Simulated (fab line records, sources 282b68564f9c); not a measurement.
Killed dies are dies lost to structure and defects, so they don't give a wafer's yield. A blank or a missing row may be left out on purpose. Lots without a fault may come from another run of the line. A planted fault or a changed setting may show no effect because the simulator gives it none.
Chamber matching | flow rit_cmos | RIT_ACTIVE_ETCH_13 on rie_diel-02: 3 sister chambers
The step etches Si3N4 in SF6, stops on SiO2, time 210 s, target depth 210 nm. 6 wafers are shown with their chamber, then 6 later ones without.

WAFERS WITH THEIR CHAMBER
wafer  | chamber | throttle_valve_pct (%) | oes_product_au (a.u.)
L721.6 | 0       | 7.32                   | 0.825
L725.2 | 3       | 7.55                   | 0.829
L725.5 | 0       | 7.32                   | 0.806
L725.6 | 1       | 7.50                   | 0.829
L732.3 | 3       | 7.58                   | 0.846
L732.4 | 1       | 7.49                   | 0.831

WAFERS WITHOUT THEIR CHAMBER
wafer  | throttle_valve_pct (%) | oes_product_au (a.u.)
L732.6 | 7.32                   | 0.808
L736.1 | 7.50                   | 0.817
L736.2 | 7.59                   | 0.835
L738.2 | 7.33                   | 0.809
L738.3 | 7.58                   | 0.845
L738.5 | 7.35                   | 0.814

WHICH CHAMBER EACH WENT THROUGH
wafer  | from the rows above | in truth
L732.6 | 0                   | 0
L736.1 | 1                   | 1
L736.2 | 3                   | 3
L738.2 | 0                   | 0
L738.3 | 3                   | 3
L738.5 | 0                   | 0
Placed correctly: 6 of 6. Can't be placed from these rows: 0. Placed wrongly: 0.
How it was worked out, from the rows above alone: a wafer's distance from a chamber is the root of the sum, over the readings, of the square of ((its reading less the chamber's mean) divided by the reading's scatter). The wafer belongs to the nearest chamber; if the next one is less than 2 further off, it can't be placed. A chamber's mean is the mean of its shown wafers. The scatter: the root of (the sum of the squares of (reading less its chamber's mean) over the shown wafers, divided by (wafers less chambers)).
